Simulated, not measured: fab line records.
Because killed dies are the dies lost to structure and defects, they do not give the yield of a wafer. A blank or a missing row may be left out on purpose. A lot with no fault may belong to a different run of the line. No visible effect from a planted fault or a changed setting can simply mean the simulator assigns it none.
fab line records + flow berkeley-cmos170
record:
- lots: 6
- wafers: 18
- last-day: 13
route steps=331 shown SACOX@97 SCREENOX@100 NVT@104
lots with no fault: from the same line, run without faults
start-h: the number of hours between the record's first day and the start of the first shown wafer of the lot + wait-h: hours since the lot's step before + " repeats the value in the row above + L1.1+2: a single row standing in for several wafers + - value missing, or start not given + * or withheld: withheld + < > ~ a bound
route shown NAME@n: NAME is a module with steps in the file, n the number in the route of the first one + usual: mean/standard deviation of fault-free wafers + same: alike in all rows + chamber/n: place in a boat + sites: the reading at each site + _std_site: the values' standard deviation + _edge_site: outer sites' mean less inner sites' + radius-mm: for every site, how far away it sits from the centre of the wafer + mask NAME#n: copy n + behind: the most recent tool/chamber to have shaped the wafer + hold: why the lot was held/for how many hours/how that ended + device: the transistor (n, p or np) that didn't switch + end of line: the same wafers' tests at the end of the route + a step given without rows: its recipe and nothing more + killed: dies that structure and defects cost at the first sort, which is not the same as the wafer's yield + map: a wafer's dies, x killed, . not, _ none there
set.NAME: the setting as run; set.NAME@STEP: as run at that earlier step + model.NAME: the simulator's own value behind a step, which no gauge read
lots at some steps of the route; a table a step, a row a wafer
== steps ==
step: UCB170_SACOX_CLEAN_00
recipe:
- chemistry: dHF
- dilution: 25:1
- time-s: 7.5
step: UCB170_SACOX_OXIDATION_01
recipe:
- temp-c: 900
- ambient: O2
- target-thk-a: 144
- ox-time-s: 2400
step: UCB170_SACOX_THK_MEAS_02
recipe:
- reads: SiO2_of_SACOX_OXIDATION_01
usual:
- SACOX_OXIDE_THK: 14.45/0.28
| lot.wafer | tool          | chamber | start-h | wait-h | SACOX_OXIDE_THK[nm] |
|-----------|---------------|---------|---------|--------|---------------------|
| L550.2    | film-metro-04 | -       | 125.42  | 0.0    | 14.29               |
| L550.3    | "             | -       | "       | "      | 14.26               |
| L550.5    | "             | -       | "       | "      | 14.34               |
| L555.3    | film-metro-03 | -       | 150.75  | 0.0    | 14.39               |
| L555.5    | "             | -       | "       | "      | 14.30               |
| L555.6    | "             | -       | "       | "      | 14.11               |
| L561.1    | film-metro-03 | -       | 175.60  | 0.0    | 14.32               |
| L561.3    | "             | -       | "       | "      | 14.54               |
| L561.5    | "             | -       | "       | "      | 14.29               |
| L568.1    | film-metro-03 | -       | 218.76  | 0.0    | 14.44               |
| L568.2    | "             | -       | "       | "      | 14.46               |
| L568.5    | "             | -       | "       | "      | 14.72               |
| L571.1    | film-metro-03 | -       | 229.93  | 0.0    | 14.89               |
| L571.3    | "             | -       | "       | "      | 14.87               |
| L571.5    | "             | -       | "       | "      | 14.85               |
| L572.1    | film-metro-03 | -       | 241.04  | 0.0    | 14.62               |
| L572.2    | "             | -       | "       | "      | 14.86               |
| L572.3    | "             | -       | "       | "      | 14.72               |
step: UCB170_SCREENOX_WET_ETCH_00
recipe:
- chemistry: dHF
- dilution: 25:1
- target: SiO2
- temp-c: 25
- time-s: 200
step: UCB170_SCREENOX_OXIDATION_01
recipe:
- temp-c: 900
- ambient: O2
- target-thk-a: 144
- ox-time-s: 2400
step: UCB170_SCREENOX_THK_MEAS_02
recipe:
- reads: SiO2_of_SCREENOX_OXIDATION_01
usual:
- SCREENOX_OXIDE_THK: 14.40/0.29
| lot.wafer | tool          | chamber | start-h | wait-h | SCREENOX_OXIDE_THK[nm] |
|-----------|---------------|---------|---------|--------|------------------------|
| L550.2    | film-metro-01 | -       | 132.50  | 0.0    | 14.34                  |
| L550.3    | "             | -       | "       | "      | 14.52                  |
| L550.5    | "             | -       | "       | "      | 14.30                  |
| L555.3    | film-metro-03 | -       | 157.15  | 0.0    | 14.47                  |
| L555.5    | "             | -       | "       | "      | 14.53                  |
| L555.6    | "             | -       | "       | "      | 14.46                  |
| L561.1    | film-metro-03 | -       | 181.10  | 0.0    | 14.25                  |
| L561.3    | "             | -       | "       | "      | 14.18                  |
| L561.5    | "             | -       | "       | "      | 14.37                  |
| L568.1    | film-metro-03 | -       | 228.26  | 0.0    | 14.79                  |
| L568.2    | "             | -       | "       | "      | 14.81                  |
| L568.5    | "             | -       | "       | "      | 14.82                  |
| L571.1    | film-metro-03 | -       | 235.78  | 0.0    | 14.54                  |
| L571.3    | "             | -       | "       | "      | 14.52                  |
| L571.5    | "             | -       | "       | "      | 14.59                  |
| L572.1    | film-metro-03 | -       | 247.86  | 0.0    | 14.94                  |
| L572.2    | "             | -       | "       | "      | 15.01                  |
| L572.3    | "             | -       | "       | "      | 14.78                  |
step: UCB170_SCREENOX_ANNEAL_03
recipe:
- temp-c: 900
- time-s: 900
- ambient: N2
step: UCB170_NVT_HMDS_00
recipe:
- prime-time-s: 60
- prime-temp-c: 100
step: UCB170_NVT_COAT_01
recipe:
- resist: KrF
- spin-rpm: 1500
- resist-thk-nm: 900
step: UCB170_NVT_SOFTBAKE_02
recipe:
- resist: KrF
- temp-c: 130
- time-s: 60
step: UCB170_NVT_EXPOSE_03
recipe:
- mask-id: PWELL
- target-cd-nm: 3000
- na: 0.5
- sigma-outer: 0.6
- source-shape: conventional
- dose-mj: 29.4
step: UCB170_NVT_PEB_04
recipe:
- peb-temp-c: 130
- peb-time-s: withheld
- resist: KrF
step: UCB170_NVT_DEVELOP_05
recipe:
- developer: TMAH
- develop-time-s: 45
- resist: KrF
- dev-temp-c: 21
usual:
- chill-plate-temp-C: 22.99/0.096
- develop-time-s: 45/0
| lot.wafer | tool           | chamber | start-h | wait-h | chill-plate-temp-C | develop-time-s | model.KrF_of_NVT_COAT_01.thk-nm |
|-----------|----------------|---------|---------|--------|--------------------|----------------|---------------------------------|
| L550.2    | litho-track-02 | 0       | 139     | -      | 23.19              | 45             | 884.9                           |
| L550.3    | "              | 0       | "       | "      | 23.09              | 45             | 883.2                           |
| L550.5    | "              | 0       | "       | "      | 22.97              | 45             | 884.7                           |
| L555.3    | litho-track-01 | 0       | 162     | -      | 23.02              | 45             | 883                             |
| L555.5    | "              | 0       | "       | "      | 23.05              | 45             | 882.3                           |
| L555.6    | "              | 0       | 163     | -      | 22.98              | 45             | 883.9                           |
| L561.1    | litho-track-02 | 0       | 188     | -      | 22.91              | 45             | 887.2                           |
| L561.3    | "              | 0       | "       | "      | 23.09              | 45             | 884.8                           |
| L561.5    | "              | 0       | "       | "      | 23.05              | 45             | 884.8                           |
| L568.1    | litho-track-02 | -       | 236     | -      | -                  | -              | 901.5                           |
| L568.2    | "              | -       | "       | "      | -                  | -              | 900.4                           |
| L568.5    | "              | -       | "       | "      | -                  | -              | 902.5                           |
| L571.1    | litho-track-01 | -       | 240     | -      | -                  | -              | 898.7                           |
| L571.3    | "              | -       | "       | "      | -                  | -              | 897.8                           |
| L571.5    | "              | -       | "       | "      | -                  | -              | 898.2                           |
| L572.1    | litho-track-02 | 0       | 255     | -      | 23.08              | 45             | 883.6                           |
| L572.2    | "              | 0       | "       | "      | 22.89              | 45             | 881.1                           |
| L572.3    | "              | 0       | "       | "      | 23.12              | 45             | 888.9                           |
step: UCB170_NVT_OVL_MEAS_06
usual:
- NVT_OVL: -4/4.9
| lot.wafer | tool       | chamber | start-h | wait-h | NVT_OVL[nm] |
|-----------|------------|---------|---------|--------|-------------|
| L550.2    | overlay-02 | -       | 139.12  | -      | -2          |
| L550.3    | "          | -       | "       | "      | 1           |
| L550.5    | "          | -       | "       | "      | 3           |
| L555.3    | overlay-01 | -       | 163.05  | -      | -12         |
| L555.5    | "          | -       | "       | "      | -6          |
| L555.6    | "          | -       | "       | "      | -8          |
| L561.1    | overlay-01 | -       | 188.89  | -      | -2          |
| L561.3    | "          | -       | "       | "      | -4          |
| L561.5    | "          | -       | "       | "      | -2          |
| L568.1    | overlay-02 | -       | 236.56  | -      | -           |
| L568.2    | "          | -       | "       | "      | -           |
| L568.5    | "          | -       | "       | "      | -           |
| L571.1    | overlay-02 | -       | 240.50  | -      | -           |
| L571.3    | "          | -       | "       | "      | -           |
| L571.5    | "          | -       | "       | "      | -           |
| L572.1    | overlay-01 | -       | 255.55  | -      | -9          |
| L572.2    | "          | -       | "       | "      | -15         |
| L572.3    | "          | -       | "       | "      | -7          |
== key ==
first-sign:
- step: UCB170_NVT_DEVELOP_05
- reading: tool-record
- direction: missing
effect none on later readings
model-effect:
- step: UCB170_NVT_DEVELOP_05
- value: KrF_of_NVT_COAT_01.thk-nm
- without: 885.6
- struck: 899.8
met-at UCB170_NVT_DEVELOP_05
struck-wafers L568.1,L568.2,L568.5,L571.1,L571.3,L571.5
sort-left-out L568.1,L568.2,L568.5,L571.1,L571.3,L571.5
tester-left-out L568,L571
fault:
- kind: skipped-step-whole
- tool: litho-track-01,litho-track-02
- chamber: -
- onset-h: 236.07
- steps: UCB170_NVT_DEVELOP_05
- scope: struck-lots-only
tester-left-out: of these lots the tester's yield and bins aren't shown, on N5 and GAA mostly nor the transistor test; their killed dies are dies lost to structure and defects alone, not to doping, threshold or leakage, so they don't give the yield
sort-left-out: the simulated sort isn't trusted on such a fault, so these wafers' sort isn't shown, and their yield isn't known
